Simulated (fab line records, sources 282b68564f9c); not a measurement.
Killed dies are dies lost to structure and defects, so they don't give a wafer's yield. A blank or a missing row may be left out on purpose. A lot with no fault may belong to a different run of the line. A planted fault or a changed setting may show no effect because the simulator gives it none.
Which tool was responsible? -- flow rit-cmos -- 7 lots, 21 wafers sampled, at 2 steps of a route of 202

WHAT EACH GAUGE READ, for each wafer
RIT_SPACER_THK_MEAS_04.
lot,measured,on,SPACER_NITRIDE_THK (nm)
L157,day 3 17:01,film-metro-03,252.5 253.3 253.1
L160,day 4 12:44,film-metro-03,249.1 251.7 249.6
L162,day 5 07:40,film-metro-03,255.8 251.4 249.5
L166,day 6 09:34,film-metro-03,255.7 254.8 257.4
L170,day 6 23:37,film-metro-04,258.0 259.1 256.6
L172,day 7 01:01,film-metro-03,253.4 253.7 254.7
L176,day 7 22:25,film-metro-03,251.7 249.8 248.4

EACH LOT AND THE TOOL THAT RAN IT (in order: tool; ch and the chambers of the sampled wafers; start)
lot,RIT_SPACER_CVD_03
L157,"lpcvd-02 ch 0, day 3 14:08"
L160,"lpcvd-01 ch 1, day 4 10:49"
L162,"lpcvd-02 ch 0, day 5 05:44"
L166,"lpcvd-01 ch 1, day 6 07:39"
L170,"lpcvd-02 ch 0, day 6 21:41"
L172,"lpcvd-01 ch 1, day 6 23:05"
L176,"lpcvd-01 ch 1, day 7 20:30"
- RIT_SPACER_CVD_03: deposits Si3N4 from SiH2Cl2/NH3, target thk 250 nm, time 3300 s.

THE ANSWER, worked out from the rows above alone
Rule: usual is defined by the lots themselves. The widest of any qualifying gaps counts: lots, ordered by their means at a reading, are off when they make up no more than a third of the lots, leave a main group of 4 or more, and stand apart from it by 3 or more times the standard deviation of that group's means. A main group whose means are all the same, to the digits that the tables above print for the reading, isn't used. A lot without any number at a reading at which 4 lots or more have one is off too. All remaining lots with rows at the step are treated as sound.
None of the lots is off at any reading shown; this tells nothing.

WHAT THE SIMULATOR HAD PUT IN
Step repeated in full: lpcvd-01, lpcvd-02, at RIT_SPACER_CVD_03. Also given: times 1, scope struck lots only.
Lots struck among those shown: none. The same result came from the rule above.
